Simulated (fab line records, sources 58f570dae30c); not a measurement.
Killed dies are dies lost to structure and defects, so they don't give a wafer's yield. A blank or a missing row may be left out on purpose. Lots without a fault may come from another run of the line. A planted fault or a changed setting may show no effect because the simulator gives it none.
Tool commonality check | flow berkeley_cmos170 | 13 lots, 39 wafers sampled

WHY IT WAS OPENED
At UCB170_GATE_THK_MEAS_02 the reading GATE_OXIDE_THK is flagged on 2 of 13 lots. Wafers without a fault read 6.56 nm, standard deviation 0.15.
Rule: a lot is flagged when every wafer of it that has a number lies more than 4 standard deviations from that mean, or none has a number. The other lots count as sound.

lot  | measured     | on            | GATE_OXIDE_THK (nm), wafer by wafer | flag
L987 | day 6 15:25  | film_metro-04 | 6.91 6.86 6.93                      |
L989 | day 6 22:47  | film_metro-01 | 6.35 6.40 6.39                      |
L988 | day 6 22:47  | film_metro-03 | 6.54 6.48 6.51                      |
L990 | day 7 16:47  | film_metro-03 | 6.61 6.54 6.37                      |
L991 | day 8 01:35  | film_metro-04 | 6.75 6.70 6.62                      |
L992 | day 8 01:35  | film_metro-03 | 6.79 6.83 6.78                      |
L993 | day 8 01:35  | film_metro-01 | 6.67 6.69 6.68                      |
L995 | day 8 14:10  | film_metro-04 | 6.47 6.64 6.41                      |
L994 | day 8 14:11  | film_metro-01 | 6.51 6.58 6.56                      |
L996 | day 8 23:58  | film_metro-03 | 6.69 6.63 6.59                      |
L997 | day 9 10:20  | film_metro-03 | 6.77 6.64 6.65                      |
L104 | day 11 01:56 | film_metro-04 | 8.50 8.65 8.56                      | FLAGGED
L106 | day 11 11:29 | film_metro-04 | 8.62 8.58 8.51                      | FLAGGED
The numbers of the flagged lots are 8.57 nm on average: +2.01 nm against the usual, or +13 standard deviations.

WHICH TOOL RAN EACH LOT
The record holds 1 process step before the reading, out of a route of 331 steps. In each cell: the tool, then ch and the chambers that the sampled wafers went through, then the start.
lot  | flag    | UCB170_ZERO_STRIP_07
L987 |         | plasma_asher-03 ch 0,1, day 1 21:11
L989 |         | plasma_asher-03 ch 0,1, day 2 04:39
L988 |         | plasma_asher-01 ch 0,1, day 2 05:06
L990 |         | plasma_asher-04 ch 0,1, day 2 13:28
L991 |         | plasma_asher-03 ch 0,1, day 2 19:37
L992 |         | plasma_asher-03 ch 0,1, day 3 00:08
L993 |         | plasma_asher-04 ch 0,1, day 3 00:23
L995 |         | plasma_asher-04 ch 0,1, day 3 09:10
L994 |         | plasma_asher-03 ch 0,1, day 3 08:56
L996 |         | plasma_asher-01 ch 0,1, day 3 18:59
L997 |         | plasma_asher-01 ch 1, day 4 01:02
L104 | FLAGGED | plasma_asher-03 ch 0,1, day 5 12:22
L106 | FLAGGED | plasma_asher-03 ch 0,1, day 5 17:12
What these steps do:
- UCB170_ZERO_STRIP_07: strips in O2.
- UCB170_GATE_THK_MEAS_02

FLAGGED OVER TOTAL, TOOL BY TOOL (the gauges that took the reading come last)
step                    | tool            | lots run | flagged | share of the flagged lots | sound lots run after its first flagged lot
UCB170_ZERO_STRIP_07    | plasma_asher-01 | 3        | 0       | none                      | -
UCB170_ZERO_STRIP_07    | plasma_asher-03 | 7        | 2       | all                       | 0
UCB170_ZERO_STRIP_07    | plasma_asher-04 | 3        | 0       | none                      | -
UCB170_GATE_THK_MEAS_02 | film_metro-01   | 3        | 0       | none                      | -
UCB170_GATE_THK_MEAS_02 | film_metro-03   | 5        | 0       | none                      | -
UCB170_GATE_THK_MEAS_02 | film_metro-04   | 5        | 2       | all                       | 0

WHAT THE TABLE ALLOWS
2 rows of the table ran every flagged lot: plasma_asher-03 at UCB170_ZERO_STRIP_07, film_metro-04 at UCB170_GATE_THK_MEAS_02.
- plasma_asher-03 at UCB170_ZERO_STRIP_07: 2 of its 7 lots flagged. Its last sound lot is L994 (day 3 08:56), its first flagged lot L104 (day 5 12:22): a fault that began between those two fits.
- film_metro-04 at UCB170_GATE_THK_MEAS_02: 2 of its 5 lots flagged. Its last sound lot is L995 (day 8 14:10), its first flagged lot L104 (day 11 01:56): a fault that began between those two fits.
Counting lots can't tell these 2 tools apart, because each fits a fault that began at some hour. More lots, or a look at what each step does to the wafer, might.

WHAT THE SIMULATOR HAD PUT IN
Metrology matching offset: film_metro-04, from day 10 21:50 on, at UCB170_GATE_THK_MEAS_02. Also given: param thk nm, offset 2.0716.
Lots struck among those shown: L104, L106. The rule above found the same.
